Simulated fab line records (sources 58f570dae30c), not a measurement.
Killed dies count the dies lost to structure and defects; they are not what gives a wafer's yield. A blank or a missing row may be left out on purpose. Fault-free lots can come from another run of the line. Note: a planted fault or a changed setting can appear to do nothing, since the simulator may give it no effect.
Chamber matching || flow berkeley cmos170 || UCB170_V2_CMP_02 on cmp-01: 4 sister chambers
The step polishes SiO2. 4 wafers are shown with their chamber, then 8 later ones without.

WAFERS, EACH WITH ITS CHAMBER
{"wafer": "L662.6", "chamber": 2, "motor current A (A)": 14.5}
{"wafer": "L665.3", "chamber": 3, "motor current A (A)": 14.3}
{"wafer": "L665.4", "chamber": 0, "motor current A (A)": 17.5}
{"wafer": "L667.3", "chamber": 1, "motor current A (A)": 15.5}

WAFERS WITH NO CHAMBER GIVEN
{"wafer": "L667.4", "motor current A (A)": 12.9}
{"wafer": "L667.5", "motor current A (A)": 15.6}
{"wafer": "L666.4", "motor current A (A)": 14.6}
{"wafer": "L666.5", "motor current A (A)": 17.8}
{"wafer": "L666.6", "motor current A (A)": 14.0}
{"wafer": "L670.2", "motor current A (A)": 13.3}
{"wafer": "L670.3", "motor current A (A)": 15.8}
{"wafer": "L670.6", "motor current A (A)": 13.9}

CHAMBER TAKEN BY EACH
{"wafer": "L667.4", "from the rows above": "can't be placed: 3 or 2 or 1", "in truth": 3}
{"wafer": "L667.5", "from the rows above": "can't be placed: 1 or 2 or 3", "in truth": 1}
{"wafer": "L666.4", "from the rows above": "can't be placed: 2 or 3 or 1", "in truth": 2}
{"wafer": "L666.5", "from the rows above": 0, "in truth": 0}
{"wafer": "L666.6", "from the rows above": "can't be placed: 3 or 2 or 1", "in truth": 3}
{"wafer": "L670.2", "from the rows above": "can't be placed: 3 or 2 or 1", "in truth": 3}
{"wafer": "L670.3", "from the rows above": "can't be placed: 1 or 2 or 3", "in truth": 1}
{"wafer": "L670.6", "from the rows above": "can't be placed: 3 or 2 or 1", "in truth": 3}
Correctly placed: 1 of 8. Unplaceable from these rows: 7, with the true chamber sitting among the candidates in 7. 0 placed wrongly.
How it was worked out, from the rows above alone: a wafer's distance from a chamber is the root of the sum, over the readings, of the square of ((its reading less the chamber's mean) divided by the reading's scatter). If the next closest chamber is less than 2 further off than the closest, the wafer can't be placed; otherwise it belongs to the closest. The mean given for a chamber averages the wafers shown for that chamber. The scatter: with one shown wafer a chamber, the root of the mean of the squares of how far each hidden wafer lies from its nearest shown one.
